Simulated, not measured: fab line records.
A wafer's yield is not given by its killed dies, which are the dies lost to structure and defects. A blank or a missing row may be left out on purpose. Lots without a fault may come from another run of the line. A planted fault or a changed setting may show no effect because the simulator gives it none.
Commonality check across tools / flow rit-cmos / Sampled: 13 lots, 39 wafers

## REASON FOR OPENING
At RIT_FOX2_THK_MEAS_90 the reading FIELD_OXIDE_LEFT_1_THK is flagged on 1 of 13 lots. Fault-free wafers read 323 nm, with a standard deviation of 6.5.
Rule: a lot is flagged in two cases, either no wafer of it has a number, or all its wafers with numbers fall more than 4 standard deviations from that mean. All remaining lots are regarded as sound.

lot=L290; measured=day 1 20:50; on=film-metro-01; FIELD_OXIDE_LEFT_1_THK (nm), wafer by wafer=328 326 327; flag=
lot=L291; measured=day 2 05:38; on=film-metro-03; FIELD_OXIDE_LEFT_1_THK (nm), wafer by wafer=332 325 329; flag=
lot=L292; measured=day 2 06:15; on=film-metro-01; FIELD_OXIDE_LEFT_1_THK (nm), wafer by wafer=322 324 322; flag=
lot=L293; measured=day 2 16:41; on=film-metro-04; FIELD_OXIDE_LEFT_1_THK (nm), wafer by wafer=323 326 320; flag=
lot=L294; measured=day 2 19:51; on=film-metro-01; FIELD_OXIDE_LEFT_1_THK (nm), wafer by wafer=320 328 320; flag=
lot=L296; measured=day 3 03:16; on=film-metro-01; FIELD_OXIDE_LEFT_1_THK (nm), wafer by wafer=316 313 321; flag=
lot=L298; measured=day 3 13:38; on=film-metro-04; FIELD_OXIDE_LEFT_1_THK (nm), wafer by wafer=292 288 285; flag=FLAGGED
lot=L300; measured=day 3 23:17; on=film-metro-01; FIELD_OXIDE_LEFT_1_THK (nm), wafer by wafer=334 332 337; flag=
lot=L303; measured=day 4 13:35; on=film-metro-04; FIELD_OXIDE_LEFT_1_THK (nm), wafer by wafer=323 325 326; flag=
lot=L308; measured=day 5 14:02; on=film-metro-04; FIELD_OXIDE_LEFT_1_THK (nm), wafer by wafer=329 323 326; flag=
lot=L309; measured=day 5 20:02; on=film-metro-01; FIELD_OXIDE_LEFT_1_THK (nm), wafer by wafer=334 334 330; flag=
lot=L310; measured=day 6 00:19; on=film-metro-03; FIELD_OXIDE_LEFT_1_THK (nm), wafer by wafer=325 330 331; flag=
lot=L311; measured=day 6 06:36; on=film-metro-04; FIELD_OXIDE_LEFT_1_THK (nm), wafer by wafer=328 332 336; flag=
Average over the flagged lots: 288 nm; offset from the usual -35 nm, equal to -5 standard deviations.

## WHICH TOOL RAN EACH LOT
The record keeps 1 process step preceding the reading, out of 202 steps on the route. Read each cell as the tool, then ch plus the chambers that the sampled wafers visited, then the start.
lot=L290; flag=; RIT_FOX2_CLEAN_02=wet-bench-04 ch 1, day 1 20:01
lot=L291; flag=; RIT_FOX2_CLEAN_02=wet-bench-04 ch 3, day 2 04:49
lot=L292; flag=; RIT_FOX2_CLEAN_02=wet-bench-02 ch 2, day 2 05:25
lot=L293; flag=; RIT_FOX2_CLEAN_02=wet-bench-04 ch 0, day 2 15:52
lot=L294; flag=; RIT_FOX2_CLEAN_02=wet-bench-01 ch 1, day 2 19:02
lot=L296; flag=; RIT_FOX2_CLEAN_02=wet-bench-02 ch 0, day 3 02:26
lot=L298; flag=FLAGGED; RIT_FOX2_CLEAN_02=wet-bench-02 ch 0, day 3 12:49
lot=L300; flag=; RIT_FOX2_CLEAN_02=wet-bench-01 ch 0, day 3 22:24
lot=L303; flag=; RIT_FOX2_CLEAN_02=wet-bench-04 ch 3, day 4 12:41
lot=L308; flag=; RIT_FOX2_CLEAN_02=wet-bench-04 ch 2, day 5 13:13
lot=L309; flag=; RIT_FOX2_CLEAN_02=wet-bench-01 ch 2, day 5 19:13
lot=L310; flag=; RIT_FOX2_CLEAN_02=wet-bench-04 ch 2, day 5 23:30
lot=L311; flag=; RIT_FOX2_CLEAN_02=wet-bench-04 ch 3, day 6 05:42
These steps, and what they do:
- RIT_FOX2_CLEAN_02: cleans in dHF, time 180 s.
- RIT_FOX2_THK_MEAS_90

## FLAGGED OVER TOTAL, TOOL BY TOOL (the gauges that took the reading come last)
step=RIT_FOX2_CLEAN_02; tool=wet-bench-01; lots run=3; flagged=0; share of the flagged lots=none; sound lots run after its first flagged lot=-
step=RIT_FOX2_CLEAN_02; tool=wet-bench-02; lots run=3; flagged=1; share of the flagged lots=all; sound lots run after its first flagged lot=0
step=RIT_FOX2_CLEAN_02; tool=wet-bench-04; lots run=7; flagged=0; share of the flagged lots=none; sound lots run after its first flagged lot=-
step=RIT_FOX2_THK_MEAS_90; tool=film-metro-01; lots run=6; flagged=0; share of the flagged lots=none; sound lots run after its first flagged lot=-
step=RIT_FOX2_THK_MEAS_90; tool=film-metro-03; lots run=2; flagged=0; share of the flagged lots=none; sound lots run after its first flagged lot=-
step=RIT_FOX2_THK_MEAS_90; tool=film-metro-04; lots run=5; flagged=1; share of the flagged lots=all; sound lots run after its first flagged lot=3 (L303,L308,L311)

## WHAT THE TABLE PERMITS
Every flagged lot went through 2 rows of the table: wet-bench-02 at RIT_FOX2_CLEAN_02 and film-metro-04 at RIT_FOX2_THK_MEAS_90.
- wet-bench-02 at RIT_FOX2_CLEAN_02 ran 3 lots, 1 of them flagged. It ran its last sound lot, L296, at day 3 02:26 and its first flagged lot, L298, at day 3 12:49: a fault with its onset between the two fits. Its own readings lie more than 4 standard deviations out on every wafer of the flagged lots: run-length-s.
- film-metro-04 at RIT_FOX2_THK_MEAS_90 ran 5 lots, 1 of them flagged. Lots that were sound ran on it after the first flagged one (L303, L308, L311); a persistent fault on the entire tool would not allow that.
What remains is a single tool, wet-bench-02 at RIT_FOX2_CLEAN_02.

## WHAT THE SIMULATOR HAD INSERTED
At RIT_FOX2_CLEAN_02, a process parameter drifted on wet-bench-02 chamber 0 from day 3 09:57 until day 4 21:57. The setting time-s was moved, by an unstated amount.
Shown lots that were struck: L298. Same finding as the rule above.
